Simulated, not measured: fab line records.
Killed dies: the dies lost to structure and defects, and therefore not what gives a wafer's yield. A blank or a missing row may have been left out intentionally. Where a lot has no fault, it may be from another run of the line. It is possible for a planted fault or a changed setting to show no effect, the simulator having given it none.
fab line records    flow rit-cmos
[record] lots = 14  wafers = 42  last-day = 7
route steps=202 shown CONTACT@168
lots that met no fault: from a run of the same line without faults
start-h: start of the lot's first displayed wafer, in hours after the record's first day    wait-h: hours since the lot's step before    " repeats the value in the row above    L1.1+2: one row covering several wafers at once    - no value, or no start was given    * or withheld: withheld    < > ~ a bound
route shown NAME@n: NAME is a module with steps in the file, n the number in the route of the first one    usual: average and standard deviation across the fault-free wafers    same: alike in all rows    chamber/n: place in a boat    sites: readings site by site    _std_site: the standard deviation of these    _edge_site: mean of outer sites minus mean of inner sites    radius-mm: for every site, how far away it sits from the centre of the wafer    mask NAME#n: copy n    behind: tool/chamber where the wafer was last shaped    hold: what put the lot on hold/how long, in hours/how the hold closed    device: names the non-switching transistor (n, p or np)    end of line: tests of these same wafers at the route's end    a step given without rows: its recipe and nothing more    killed: count of dies lost to structure and defects at first sort (not the wafer's yield)    map: a wafer's dies, marking killed ones x, the rest . and places with no die _
set.NAME: setting as actually run; set.NAME@STEP: the setting as run at that earlier step    model.NAME: the simulator's own value behind a step, which no gauge read
one table for each step of the route and one row for each wafer, over a sample of lots
services: when a tool's chamber went out of use (start-h, in hours from the record's first day, below 0 if earlier), for how many hours, and the reason
[[steps]]
[step RIT_CONTACT_CVD_00]
[recipe] material = SiO2  target-thk-nm = 400  precursor = TEOS  temp-c = 390  time-s = 61  rf-w = 400
[usual] heater-power-w = 321/38  rf-fwd-power-W = 396.6/1.5
lot.wafer  tool      chamber  start-h  wait-h  heater-power-w  rf-fwd-power-W
L677.1     pecvd-03  2        50.53    0.1     330             397.7
L677.2     "         0        "        "       356             395.3
L677.5     "         1        "        "       285             397.0
L678.1     pecvd-04  2        56.31    0.1     248             397.2
L678.3     "         0        "        "       355             396.2
L678.6     "         0        "        "       378             395.2
L679.1     pecvd-01  0        60.20    0.1     281             397.0
L679.3     "         2        "        "       357             395.9
L679.5     "         1        "        "       311             397.5
L680.1     pecvd-03  1        66.00    0.1     292             397.4
L680.5     "         0        "        "       333             396.0
L680.6     "         2        "        "       321             396.6
L683.2     pecvd-03  2        80.74    0.0     260             396.6
L683.4     "         1        "        "       330             395.8
L683.5     "         0        "        "       318             397.4
L684.1     pecvd-04  2        85.29    0.1     314             397.0
L684.2     "         1        "        "       366             399.2
L684.3     "         0        "        "       355             395.7
L685.1     pecvd-01  0        91.04    0.1     307             397.9
L685.2     "         1        "        "       324             398.7
L685.3     "         2        "        "       325             396.8
L687.1     pecvd-04  2        100.48   0.1     275             397.5
L687.4     "         0        "        "       281             396.7
L687.5     "         1        "        "       407             397.2
L688.2     pecvd-01  2        105.01   0.0     345             397.2
L688.3     "         1        "        "       324             398.7
L688.4     "         2        "        "       356             394.4
L690.4     pecvd-04  0        115.09   0.0     346             397.8
L690.5     "         1        "        "       414             398.9
L690.6     "         2        "        "       246             398.2
L692.3     pecvd-03  2        124.65   0.0     315             397.2
L692.4     "         2        "        "       323             395.8
L692.5     "         1        "        "       312             395.3
L696.1     pecvd-04  0        145.21   0.1     354             393.9
L696.2     "         2        "        "       331             396.8
L696.4     "         0        "        "       368             395.4
L697.1     pecvd-01  1        150.87   0.1     304             396.4
L697.4     "         0        "        "       319             238.7
L697.5     "         1        "        "       325             398.1
L700.2     pecvd-01  1        166.72   0.0     309             397.8
L700.4     "         2        "        "       344             395.4
L700.6     "         0        "        "       355             237.3
[step RIT_CONTACT_THK_MEAS_01]
[recipe] reads = SiO2_of_CONTACT_CVD_00
[usual] CONTACT_TEOS_THK = 399/5
lot.wafer  tool           chamber  start-h  wait-h  CONTACT_TEOS_THK[nm]
L677.1     film-metro-03  -        50.58    0.0     390
L677.2     "              -        "        "       390
L677.5     "              -        "        "       401
L678.1     film-metro-03  -        56.37    0.0     401
L678.3     "              -        "        "       398
L678.6     "              -        "        "       404
L679.1     film-metro-03  -        60.25    0.0     405
L679.3     "              -        "        "       396
L679.5     "              -        "        "       403
L680.1     film-metro-03  -        66.05    0.0     395
L680.5     "              -        "        "       404
L680.6     "              -        "        "       401
L683.2     film-metro-03  -        80.80    0.0     401
L683.4     "              -        "        "       409
L683.5     "              -        "        "       405
L684.1     film-metro-02  -        85.34    0.0     399
L684.2     "              -        "        "       392
L684.3     "              -        "        "       391
L685.1     film-metro-03  -        91.09    0.0     396
L685.2     "              -        "        "       396
L685.3     "              -        "        "       402
L687.1     film-metro-03  -        100.53   0.0     397
L687.4     "              -        "        "       411
L687.5     "              -        "        "       404
L688.2     film-metro-02  -        105.07   0.0     402
L688.3     "              -        "        "       400
L688.4     "              -        "        "       408
L690.4     film-metro-02  -        115.14   0.0     402
L690.5     "              -        "        "       397
L690.6     "              -        "        "       397
L692.3     film-metro-04  -        124.72   0.0     398
L692.4     "              -        "        "       402
L692.5     "              -        "        "       402
L696.1     film-metro-03  -        145.26   0.0     400
L696.2     "              -        "        "       396
L696.4     "              -        "        "       406
L697.1     film-metro-03  -        150.92   0.0     391
L697.4     "              -        "        "       344
L697.5     "              -        "        "       402
L700.2     film-metro-03  -        166.78   0.0     391
L700.4     "              -        "        "       400
L700.6     "              -        "        "       347
[[services]]
tool      chamber  start-h  hours  kind
pecvd-01  -        50.02    0.8    repair
pecvd-01  -        55.90    2.8    pm
pecvd-03  -        58.71    0.6    repair
pecvd-03  -        91.37    3.3    repair
pecvd-03  2        120.18   1.8    repair
pecvd-04  2        122.76   10.6   repair
pecvd-03  -        155.47   2.4    repair
pecvd-04  -        158.65   0.2    repair
[[key]]
[first-sign] step = RIT_CONTACT_CVD_00  reading = rf-fwd-power-W  direction = down  sigmas = 99+  usual = 396.6  struck = 238.0
[effect] step = RIT_CONTACT_THK_MEAS_01  reading = CONTACT_TEOS_THK  direction = down  sigmas = 11  usual = 399  struck = 346
met-at RIT_CONTACT_CVD_00
struck-lots L697,L700
struck-wafers L697.4,L700.6
tester-left-out L697,L700
onset-between 91.04 150.87
[fault] kind = process-parameter-drift  tool = pecvd-01  chamber = 0  onset-h = 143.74  steps = RIT_CONTACT_CVD_00  channel = rf-w  offset = -160  shape = step  end-h = 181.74  stated = 400
// tester-left-out: of these lots the tester's yield and bins aren't shown, on N5 and GAA mostly nor the transistor test; their killed dies are dies lost to structure and defects alone, not to doping, threshold or leakage, so they don't give the yield
